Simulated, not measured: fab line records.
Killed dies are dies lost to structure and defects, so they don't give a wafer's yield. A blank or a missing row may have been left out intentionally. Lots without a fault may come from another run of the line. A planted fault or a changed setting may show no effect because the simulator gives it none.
fab line records	flow berkeley-cmos170	part 1 of 2: steps 1 to 30 of 41
[record] lots = 5	wafers = 15	last-day = 13
route steps=331 shown V1@269 M2@271 V2@292 M3@309
lots untouched by any fault: they come from a run of this same line in which no faults occurred
start-h: hours from the record's first day to the start of the lot's first wafer shown	wait-h: time in hours since the lot's previous step	" same as the row above	L1.1+2: a row that stands for several wafers	- either no value or no given start	* or withheld: withheld	< > ~ a bound
route shown NAME@n: names a module that has steps shown in the file, with the first one's number in the route	usual: mean/standard deviation taken from wafers without a fault	same: alike in all rows	chamber/n: place in a boat	sites: readings site by site	_std_site: standard deviation across them	_edge_site: mean of outer sites minus mean of inner sites	radius-mm: for every site, how far away it sits from the centre of the wafer	mask NAME#n: copy n	behind: the last tool/chamber to shape the wafer	hold: what put the lot on hold/how long, in hours/how the hold closed	device: the transistor (n, p or np) that didn't switch	end of line: tests of these same wafers at the route's end	a step given without rows: its recipe and nothing more	killed: the dies lost at the first sort to structure and to defects; this is not the yield of the wafer	map: per-die view of a wafer (x killed, . not killed, _ where there is no die)
set.NAME: the setting as run; set.NAME@STEP: as run at that earlier step	model.NAME: the simulator's own value behind a step, which no gauge read
lots at some steps of the route; a table a step, a row a wafer
services: from which hour (start-h, from the record's first day; less than 0 if before it) a tool's chamber was out of use, for how many hours, and why
[[steps]]
[step UCB170_V1_STRIP_15]
[recipe] chemistry = O2	power-w = 400	pressure-mtorr = 3500	platen-temp-c = withheld	o2-flow-sccm = 400	overash-fraction = 0.5
[usual] drypump-motor-current-A = 5.9/0.54	oes-product-au = 0.721/0.0046	strip-time-to-endpoint-s = 15.19/0.19
lot.wafer	tool	chamber	start-h	wait-h	drypump-motor-current-A	oes-product-au	rf-hours-counter-h	strip-time-to-endpoint-s
L077.4	plasma-asher-03	0	195.55	0.0	5.8	0.728	-	15.47
L077.5	"	0	"	"	5.8	0.728	-	15.32
L077.6	"	1	"	"	5.3	0.717	-	14.92
L085.1	plasma-asher-03	1	243.47	0.1	5.3	0.719	55	15.01
L085.3	"	0	"	"	5.8	0.719	-	14.88
L085.4	"	1	"	"	5.3	0.722	-	15.20
L091.2	plasma-asher-04	0	266.92	0.1	6.3	0.720	43	15.40
L091.3	"	1	"	"	4.8	0.736	-	15.05
L091.6	"	0	"	"	6.3	0.721	-	15.37
L095.1	plasma-asher-02	0	281.90	0.1	6.3	0.720	15	15.26
L095.2	"	1	"	"	6.2	0.724	15	15.46
L095.5	"	0	"	"	6.3	0.726	-	15.14
L097.1	plasma-asher-02	0	299.20	0.1	6.3	0.728	17	15.17
L097.2	"	1	"	"	6.2	0.719	17	14.94
L097.5	"	0	"	"	6.3	0.727	-	15.11
[step UCB170_V1_CD_MEAS_90]
[recipe] target-cd-nm = 700
[usual] cd-nm = 700.2/1.6
lot.wafer	tool	chamber	start-h	wait-h	cd-nm
L077.4	cd-sem-02	-	195.68	0.1	699.1
L077.5	"	-	"	"	700.7
L077.6	"	-	"	"	699.4
L085.1	cd-sem-01	-	243.57	0.1	699.8
L085.3	"	-	"	"	700.5
L085.4	"	-	"	"	700.2
L091.2	cd-sem-02	-	267.04	0.1	697.8
L091.3	"	-	"	"	698.7
L091.6	"	-	"	"	698.8
L095.1	cd-sem-02	-	282.00	0.1	699.0
L095.2	"	-	"	"	698.3
L095.5	"	-	"	"	701.2
L097.1	cd-sem-02	-	299.36	0.1	701.8
L097.2	"	-	"	"	701.5
L097.5	"	-	"	"	701.8
[step UCB170_M2_PRE_CLEAN_00]
[recipe] gas = Ar	preclean-etch-time-s = 60
lot.wafer	tool	chamber	start-h	wait-h
L077.4+5+6	pvd-sputter-02	-	195.74	0.0
L085.1+3+4	pvd-sputter-01	-	243.69	0.1
L091.2+3+6	pvd-sputter-02	-	267.14	0.1
L095.1+2+5	pvd-sputter-02	-	282.12	0.1
L097.1+2+5	pvd-sputter-03	-	299.48	0.1
[step UCB170_M2_SPUTTER_01]
[recipe] material = Al	target-thk-nm = 900	time-s = 120	power-w = 6000	chamber-pressure-pa = 0.5
[usual] throttle-valve-pct = 30.1/0.94
lot.wafer	tool	chamber	start-h	wait-h	throttle-valve-pct
L077.4	pvd-sputter-02	-	195.81	0.0	30.1
L077.5	"	-	"	"	30.9
L077.6	"	-	"	"	29.6
L085.1	pvd-sputter-01	-	243.75	0.0	29.6
L085.3	"	-	"	"	30.8
L085.4	"	-	"	"	30.7
L091.2	pvd-sputter-02	-	267.20	0.0	30.3
L091.3	"	-	"	"	30.6
L091.6	"	-	"	"	30.7
L095.1	pvd-sputter-02	-	282.19	0.0	29.7
L095.2	"	-	"	"	30.6
L095.5	"	-	"	"	29.9
L097.1	pvd-sputter-03	-	299.55	0.0	29.9
L097.2	"	-	"	"	29.8
L097.5	"	-	"	"	30.4
[step UCB170_M2_RS_MEAS_02]
[recipe] thk-meas-gauge = four-point-probe	reads = Al_of_M2_SPUTTER_01
[usual] M2_AL_RS = 0.0323/0.00041
lot.wafer	tool	chamber	start-h	wait-h	M2_AL_RS[ohm/sq]
L077.4	film-metro-01	-	195.95	0.1	0.0320
L077.5	"	-	"	"	0.0327
L077.6	"	-	"	"	0.0331
L085.1	film-metro-03	-	243.84	0.0	0.0314
L085.3	"	-	"	"	0.0319
L085.4	"	-	"	"	0.0319
L091.2	film-metro-03	-	267.31	0.1	0.0321
L091.3	"	-	"	"	0.0329
L091.6	"	-	"	"	0.0327
L095.1	film-metro-03	-	282.27	0.0	0.0328
L095.2	"	-	"	"	0.0328
L095.5	"	-	"	"	0.0321
L097.1	film-metro-01	-	299.63	0.0	0.0327
L097.2	"	-	"	"	0.0322
L097.5	"	-	"	"	0.0323
[step UCB170_M2_THK_MEAS_03]
[recipe] thk-meas-gauge = xrf	reads = Al_of_M2_SPUTTER_01
[usual] M2_AL_THK = 888/12
lot.wafer	tool	chamber	start-h	wait-h	M2_AL_THK[nm]
L077.4	film-metro-01	-	196.04	0.1	887
L077.5	"	-	"	"	869
L077.6	"	-	"	"	862
L085.1	film-metro-03	-	243.96	0.1	907
L085.3	"	-	"	"	898
L085.4	"	-	"	"	901
L091.2	film-metro-03	-	267.42	0.1	891
L091.3	"	-	"	"	871
L091.6	"	-	"	"	877
L095.1	film-metro-03	-	282.39	0.1	874
L095.2	"	-	"	"	873
L095.5	"	-	"	"	890
L097.1	film-metro-01	-	299.75	0.1	875
L097.2	"	-	"	"	888
L097.5	"	-	"	"	887
[step UCB170_M2_HMDS_04]
[recipe] prime-time-s = 60	prime-temp-c = 100
[same] prime-time-s = 60
lot.wafer	tool	chamber	start-h	wait-h
L077.4+5+6	litho-track-02	0	196.38	0.3
L085.1+3+4	litho-track-04	0	244.16	0.2
L091.2+3+6	litho-track-03	0	267.49	0.1
L095.1+2+5	litho-track-02	0	282.57	0.2
L097.1+2+5	litho-track-03	0	299.81	0.1
[step UCB170_M2_COAT_05]
[recipe] resist = KrF	spin-rpm = 1500	resist-thk-nm = 900
lot.wafer	tool	chamber	start-h	wait-h
L077.4+5+6	litho-track-02	0	196.53	0.1
L085.1+3+4	litho-track-04	0	244.31	0.1
L091.2+3+6	litho-track-03	0	267.64	0.1
L095.1+2+5	litho-track-02	0	282.72	0.1
L097.1+2+5	litho-track-03	0	299.96	0.1
[step UCB170_M2_SOFTBAKE_06]
[recipe] resist = KrF	temp-c = 130	time-s = 60
lot.wafer	tool	chamber	start-h	wait-h
L077.4+5+6	litho-track-02	0	196.68	0.1
L085.1+3+4	litho-track-04	0	244.46	0.1
L091.2+3+6	litho-track-03	0	267.79	0.1
L095.1+2+5	litho-track-02	0	282.87	0.1
L097.1+2+5	litho-track-03	0	300.11	0.1
[step UCB170_M2_STRIP_07]
[recipe] chemistry = O2	power-w = 400	pressure-mtorr = 3500	platen-temp-c = withheld	o2-flow-sccm = 400	overash-fraction = 0.5
[usual] drypump-motor-current-A = 6.0/0.37	oes-product-au = 0.735/0.0046	strip-time-to-endpoint-s = 21.97/0.063
lot.wafer	tool	chamber	start-h	wait-h	drypump-motor-current-A	oes-product-au	rf-hours-counter-h	strip-time-to-endpoint-s
L077.4	plasma-asher-02	0	196.79	0.1	6.3	0.744	-	21.91
L077.5	"	1	"	"	6.3	0.736	-	21.96
L077.6	"	0	"	"	6.3	0.733	-	21.93
L085.1	plasma-asher-03	1	244.61	0.1	5.2	0.741	55	22.01
L085.3	"	0	"	"	5.8	0.735	-	21.99
L085.4	"	1	"	"	5.3	0.738	-	22.02
L091.2	plasma-asher-01	0	267.92	0.1	6.1	0.733	59	21.96
L091.3	"	1	"	"	6.2	0.732	-	21.85
L091.6	"	0	"	"	6.1	0.725	-	21.89
L095.1	plasma-asher-02	0	283.02	0.1	6.3	0.729	16	21.96
L095.2	"	1	"	"	6.2	0.731	16	21.91
L095.5	"	0	"	"	6.3	0.729	-	21.99
L097.1	plasma-asher-02	0	300.26	0.1	6.3	0.739	17	21.96
L097.2	"	1	"	"	6.3	0.736	17	21.98
L097.5	"	1	"	"	6.3	0.730	-	21.89
[step UCB170_M2_STRIP_08]
[recipe] chemistry = DMSO	temp-c = 80	time-s = 600	material = KrF
lot.wafer	tool	chamber	start-h	wait-h
L077.4+5+6	wet-bench-01	3	196.86	0.0
L085.1+3+4	wet-bench-01	3	244.77	0.1
L091.2+3+6	wet-bench-01	3	268.05	0.1
L095.1+2+5	wet-bench-01	0	283.12	0.1
L097.1+2+5	wet-bench-03	3	300.36	0.1
[step UCB170_M2_COAT_09]
[recipe] resist = BARC	temp-c = withheld	time-s = withheld	spin-rpm = 3000	resist-thk-nm = withheld
lot.wafer	tool	chamber	start-h	wait-h
L077.4+5+6	litho-track-02	0	197.66	0.6
L085.1+3+4	litho-track-03	0	244.95	0.0
L091.2+3+6	litho-track-02	0	268.65	0.4
L095.1+2+5	litho-track-04	0	283.29	0.0
L097.1+2+5	litho-track-02	0	300.82	0.3
[step UCB170_M2_COAT_10]
[recipe] resist = KrF	spin-rpm = 1500	resist-thk-nm = 900
lot.wafer	tool	chamber	start-h	wait-h
L077.4+5+6	litho-track-02	0	-	-
L085.1+3+4	litho-track-03	0	-	-
L091.2+3+6	litho-track-02	0	-	-
L095.1+2+5	litho-track-04	0	-	-
L097.1+2+5	litho-track-02	0	-	-
[step UCB170_M2_SOFTBAKE_11]
[recipe] resist = KrF	temp-c = 130	time-s = 60
lot.wafer	tool	chamber	start-h	wait-h
L077.4+5+6	litho-track-02	0	-	-
L085.1+3+4	litho-track-03	0	-	-
L091.2+3+6	litho-track-02	0	-	-
L095.1+2+5	litho-track-04	0	-	-
L097.1+2+5	litho-track-02	0	-	-
[step UCB170_M2_EXPOSE_12]
[recipe] mask-id = METAL2	target-cd-nm = 700	na = 0.5	sigma-outer = 0.6	source-shape = conventional	dose-mj = 26
[usual] stage-vel-mm-s = 499.98/0.25
lot.wafer	tool	chamber	start-h	wait-h	mask	stage-vel-mm-s
L077.4	krf-scanner-01	0	198.09	-	METAL2#0	500.02
L077.5	"	0	"	"	METAL2#0	499.57
L077.6	"	0	"	"	METAL2#0	500.13
L085.1	krf-scanner-02	0	245.40	-	METAL2#0	500.11
L085.3	"	0	"	"	METAL2#0	499.92
L085.4	"	0	"	"	METAL2#0	500.21
L091.2	krf-scanner-01	0	269.10	-	METAL2#0	499.91
L091.3	"	0	"	"	METAL2#0	500.01
L091.6	"	0	"	"	METAL2#0	499.73
L095.1	krf-scanner-01	0	283.87	-	METAL2#0	499.94
L095.2	"	0	"	"	METAL2#0	500.30
L095.5	"	0	"	"	METAL2#0	499.88
L097.1	krf-scanner-02	0	301.27	-	METAL2#0	499.72
L097.2	"	0	"	"	METAL2#0	499.58
L097.5	"	0	"	"	METAL2#0	499.62
[step UCB170_M2_PEB_13]
[recipe] peb-temp-c = 130	peb-time-s = withheld	resist = KrF
lot.wafer	tool	chamber	start-h	wait-h
L077.4+5+6	litho-track-02	0	198.83	0.7
L085.1+3+4	litho-track-04	0	245.65	0.2
L091.2+3+6	litho-track-03	0	269.22	0.1
L095.1+2+5	litho-track-04	0	284.19	0.3
L097.1+2+5	litho-track-02	0	302.00	0.7
[step UCB170_M2_DEVELOP_14]
[recipe] developer = TMAH	develop-time-s = 45	resist = KrF	dev-temp-c = 21
lot.wafer	tool	chamber	start-h	wait-h
L077.4+5+6	litho-track-02	0	-	-
L085.1+3+4	litho-track-04	0	-	-
L091.2+3+6	litho-track-03	0	-	-
L095.1+2+5	litho-track-04	0	-	-
L097.1+2+5	litho-track-02	0	-	-
[step UCB170_M2_CD_MEAS_15]
[recipe] target-cd-nm = 700
[usual] cd-nm = 700.3/1.2
lot.wafer	tool	chamber	start-h	wait-h	cd-nm
L077.4	cd-sem-01	-	199.09	-	700.7
L077.5	"	-	"	"	702.1
L077.6	"	-	"	"	700.2
L085.1	cd-sem-01	-	245.93	-	699.7
L085.3	"	-	"	"	699.7
L085.4	"	-	"	"	699.3
L091.2	cd-sem-01	-	269.61	-	700.8
L091.3	"	-	"	"	697.8
L091.6	"	-	"	"	698.4
L095.1	cd-sem-01	-	284.47	-	700.9
L095.2	"	-	"	"	699.6
L095.5	"	-	"	"	700.3
L097.1	cd-sem-01	-	302.27	-	700.8
L097.2	"	-	"	"	702.0
L097.5	"	-	"	"	702.0
[step UCB170_M2_OVL_MEAS_16]
[usual] M2_OVL = -2/5.6
lot.wafer	tool	chamber	start-h	wait-h	M2_OVL[nm]
L077.4	overlay-01	-	199.17	0.1	6
L077.5	"	-	"	"	5
L077.6	"	-	"	"	5
L085.1	overlay-02	-	246.05	0.1	1
L085.3	"	-	"	"	1
L085.4	"	-	"	"	4
L091.2	overlay-02	-	269.72	0.1	-7
L091.3	"	-	"	"	-8
L091.6	"	-	"	"	-11
L095.1	overlay-02	-	284.59	0.1	-5
L095.2	"	-	"	"	-5
L095.5	"	-	"	"	-1
L097.1	overlay-01	-	302.39	0.1	-3
L097.2	"	-	"	"	-2
L097.5	"	-	"	"	-6
[step UCB170_M2_ETCH_17]
[recipe] chemistry = N2/H2	target-depth-a = withheld	overetch-a = withheld	target = BARC	time-s = withheld	source-w = 500	bias-w = 100	pressure-mtorr = 30	n2-flow-sccm = 100	h2-flow-sccm = 200
[usual] drypump-motor-current-A = 5.65/0.25	oes-product-au = 1.015/0.021	throttle-valve-pct = 13.24/0.24
lot.wafer	tool	chamber	start-h	wait-h	drypump-motor-current-A	oes-product-au	throttle-valve-pct
L077.4	rie-diel-01	2	199.19	0.0	6.06	1.018	13.53
L077.5	"	2	"	"	6.04	1.007	13.54
L077.6	"	3	"	"	5.48	0.979	12.93
L085.1	rie-diel-03	0	246.09	0.0	5.36	1.005	13.17
L085.3	"	2	"	"	5.88	0.989	13.45
L085.4	"	3	"	"	5.73	1.048	12.80
L091.2	rie-diel-02	3	269.75	0.0	5.91	1.002	13.29
L091.3	"	1	"	"	5.87	1.014	13.03
L091.6	"	1	"	"	5.86	1.019	13.04
L095.1	rie-diel-01	3	284.62	0.0	5.45	0.967	12.94
L095.2	"	1	"	"	5.19	1.010	12.99
L095.5	"	2	"	"	6.05	0.983	13.54
L097.1	rie-diel-03	2	302.43	0.0	5.87	1.013	13.46
L097.2	"	1	"	"	5.22	1.069	13.69
L097.5	"	1	"	"	5.22	1.058	13.67
[step UCB170_M2_METAL_ETCH_18]
[recipe] chemistry = Cl2/BCl3	target = Al	stop-on = SiO2	pressure-mtorr = 12	target-depth-a = 11700	over-etch-frac = 0.3	time-s = 195	icp-w = 600	bias-w = 120	Cl2_flow_sccm = 90	bcl3-flow-sccm = 45
[usual] drypump-motor-current-A = 5.8/0.6	oes-product-au = 0.846/0.012	throttle-valve-pct = 24.3/0.36
lot.wafer	tool	chamber	start-h	wait-h	drypump-motor-current-A	oes-product-au	rf-hours-counter-h	throttle-valve-pct
L077.4	rie-metal-03	0	199.30	-	5.7	0.838	-	23.7
L077.5	"	0	"	"	5.7	0.827	-	23.7
L077.6	"	1	"	"	6.6	0.830	-	24.5
L085.1	rie-metal-03	0	246.13	-	5.7	0.844	13	23.7
L085.3	"	0	"	"	5.7	0.840	-	23.7
L085.4	"	1	"	"	6.6	0.850	-	24.5
L091.2	rie-metal-03	1	269.85	-	6.6	0.845	-	24.5
L091.3	"	1	"	"	6.6	0.839	-	24.5
L091.6	"	1	"	"	6.6	0.834	-	24.5
L095.1	rie-metal-02	0	284.67	-	5.9	0.847	15	24.8
L095.2	"	1	"	"	6.6	0.854	12	24.5
L095.5	"	0	"	"	5.9	0.847	-	24.8
L097.1	rie-metal-04	1	302.47	-	5.6	0.853	3	24.6
L097.2	"	0	"	"	5.0	0.848	12	23.9
L097.5	"	1	"	"	5.6	0.862	-	24.5
[step UCB170_M2_STRIP_19]
[recipe] chemistry = O2	power-w = 400	pressure-mtorr = 3500	platen-temp-c = withheld	o2-flow-sccm = 400	overash-fraction = 0.5
[usual] drypump-motor-current-A = 6.1/0.34	oes-product-au = 0.55/0.033
lot.wafer	tool	chamber	start-h	wait-h	drypump-motor-current-A	oes-product-au	rf-hours-counter-h
L077.4	plasma-asher-02	1	199.45	0.1	6.3	0.57	-
L077.5	"	1	"	"	6.3	0.57	-
L077.6	"	0	"	"	6.3	0.54	-
L085.1	plasma-asher-01	0	246.31	0.1	6.1	0.59	55
L085.3	"	0	"	"	6.1	0.60	-
L085.4	"	1	"	"	6.3	0.56	-
L091.2	plasma-asher-01	1	270.17	0.2	6.3	0.56	59
L091.3	"	1	"	"	6.2	0.56	-
L091.6	"	1	"	"	6.3	0.56	-
L095.1	plasma-asher-01	0	284.85	0.1	6.1	0.51	61
L095.2	"	1	"	"	6.2	0.58	61
L095.5	"	1	"	"	6.2	0.52	-
L097.1	plasma-asher-02	1	302.66	0.1	6.2	0.48	18
L097.2	"	0	"	"	6.3	0.55	18
L097.5	"	1	"	"	6.2	0.48	-
[step UCB170_M2_CD_MEAS_90]
[recipe] target-cd-nm = 700
[usual] cd-nm = 700/3.7
lot.wafer	tool	chamber	start-h	wait-h	cd-nm
L077.4	cd-sem-01	-	199.58	0.1	705
L077.5	"	-	"	"	705
L077.6	"	-	"	"	698
L085.1	cd-sem-02	-	246.41	0.1	702
L085.3	"	-	"	"	704
L085.4	"	-	"	"	696
L091.2	cd-sem-01	-	270.29	0.1	696
L091.3	"	-	"	"	693
L091.6	"	-	"	"	694
L095.1	cd-sem-02	-	284.95	0.1	696
L095.2	"	-	"	"	702
L095.5	"	-	"	"	698
L097.1	cd-sem-01	-	302.76	0.1	702
L097.2	"	-	"	"	700
L097.5	"	-	"	"	704
[step UCB170_V2_CVD_00]
[recipe] material = SiO2	target-thk-nm = 2000	temp-c = 390	precursor = TEOS/O2	time-s = 250	rf-w = 550	pressure-mtorr = 9000
[usual] heater-power-w = 243/65	susceptor-temp-C = 390.01/0.23
lot.wafer	tool	chamber	start-h	wait-h	heater-power-w	susceptor-temp-C
L077.4	pecvd-01	2	199.72	0.1	223	390.30
L077.5	"	0	"	"	212	389.90
L077.6	"	1	"	"	297	389.82
L085.1	pecvd-03	0	246.53	0.1	268	389.99
L085.3	"	2	"	"	382	390.36
L085.4	"	0	"	"	201	389.94
L091.2	pecvd-03	1	270.39	0.1	227	390.40
L091.3	"	2	"	"	387	389.85
L091.6	"	0	"	"	207	390.04
L095.1	pecvd-02	0	285.07	0.1	266	389.75
L095.2	"	2	"	"	240	390.42
L095.5	"	1	"	"	193	390.40
L097.1	pecvd-03	0	302.88	0.1	256	390.12
L097.2	"	1	"	"	174	389.81
L097.5	"	1	"	"	225	389.64
[step UCB170_V2_THK_MEAS_01]
[recipe] reads = SiO2_of_V2_CVD_00
[usual] V2_TEOS_THK = 2001/29
lot.wafer	tool	chamber	start-h	wait-h	V2_TEOS_THK[nm]
L077.4	film-metro-01	-	199.83	0.0	2017
L077.5	"	-	"	"	2094
L077.6	"	-	"	"	2038
L085.1	film-metro-04	-	246.69	0.1	1998
L085.3	"	-	"	"	1959
L085.4	"	-	"	"	2014
L091.2	film-metro-02	-	270.57	0.1	2015
L091.3	"	-	"	"	1979
L091.6	"	-	"	"	2003
L095.1	film-metro-01	-	285.23	0.1	2006
L095.2	"	-	"	"	1986
L095.5	"	-	"	"	2043
L097.1	film-metro-01	-	303.03	0.1	1963
L097.2	"	-	"	"	1934
L097.5	"	-	"	"	1962
[step UCB170_V2_CMP_02]
[recipe] material = SiO2	down-force-psi = 6	platen-rpm = 60	pad-velocity-m-s = 0.75398
[usual] motor-current-A = 16.3/1.9
lot.wafer	tool	chamber	start-h	wait-h	motor-current-A
L077.4	cmp-02	2	200.01	0.2	18.4
L077.6	"	3	"	"	15.1
L077.5	"	0	"	"	16.0
L085.4	cmp-01	1	246.75	0.0	13.9
L085.1	"	2	"	"	15.9
L085.3	"	3	"	"	19.0
L091.2	cmp-01	2	270.62	0.0	16.8
L091.3	"	1	"	"	13.2
L091.6	"	3	"	"	19.8
L095.2	cmp-02	0	285.34	0.1	16.2
L095.1	"	2	"	"	17.3
L095.5	"	0	"	"	16.5
L097.1	cmp-01	2	303.19	0.1	17.4
L097.2	"	3	"	"	19.7
L097.5	"	1	"	"	13.2
[step UCB170_V2_BOW_MEAS_03]
[recipe] mode = bow
[usual] V2_BOW = 36/7
lot.wafer	tool	chamber	start-h	wait-h	V2_BOW[um]
L077.4	film-metro-01	-	200.22	0.2	35
L077.5	"	-	"	"	38
L077.6	"	-	"	"	25
L085.1	film-metro-02	-	247.05	0.2	36
L085.3	"	-	"	"	25
L085.4	"	-	"	"	39
L091.2	film-metro-02	-	270.94	0.3	30
L091.3	"	-	"	"	32
L091.6	"	-	"	"	43
L095.1	film-metro-04	-	285.59	0.1	33
L095.2	"	-	"	"	39
L095.5	"	-	"	"	38
L097.1	film-metro-01	-	303.39	0.1	34
L097.2	"	-	"	"	43
L097.5	"	-	"	"	32
[step UCB170_V2_THK_MEAS_04]
[recipe] reads = SiO2_of_V2_CVD_00
[usual] V2_POLISHED_THK = 1000.7/1.7
lot.wafer	tool	chamber	start-h	wait-h	V2_POLISHED_THK[nm]
L077.4	film-metro-01	-	200.31	0.1	998.9
L077.5	"	-	"	"	1001.9
L077.6	"	-	"	"	999.6
L085.1	film-metro-02	-	247.17	0.1	1001.3
L085.3	"	-	"	"	998.2
L085.4	"	-	"	"	1002.3
L091.2	film-metro-02	-	271.05	0.1	1002.0
L091.3	"	-	"	"	1001.9
L091.6	"	-	"	"	998.0
L095.1	film-metro-04	-	285.71	0.1	999.5
L095.2	"	-	"	"	1001.7
L095.5	"	-	"	"	1002.4
L097.1	film-metro-01	-	303.51	0.1	1002.7
L097.2	"	-	"	"	997.9
L097.5	"	-	"	"	1001.3
[step UCB170_V2_CLEAN_05]
[recipe] chemistry = DIW
lot.wafer	tool	chamber	start-h	wait-h
L077.4+5+6	wet-bench-01	3	200.34	0.0
L085.1+3+4	wet-bench-01	2	247.23	0.1
L091.2+3+6	wet-bench-03	1	271.10	0.0
L095.1+2+5	wet-bench-03	1	286.60	0.9
L097.1+2+5	wet-bench-04	0	303.57	0.1
[step UCB170_V2_HMDS_06]
[recipe] prime-time-s = 60	prime-temp-c = 100
[same] prime-time-s = 60
lot.wafer	tool	chamber	start-h	wait-h
L077.4+5+6	litho-track-04	0	200.60	0.1
L085.1+3+4	litho-track-04	0	247.41	0.0
L091.2+3+6	litho-track-04	0	271.49	0.2
L095.1+2+5	litho-track-01	0	286.77	0.0
L097.1+2+5	litho-track-04	0	304.10	0.4
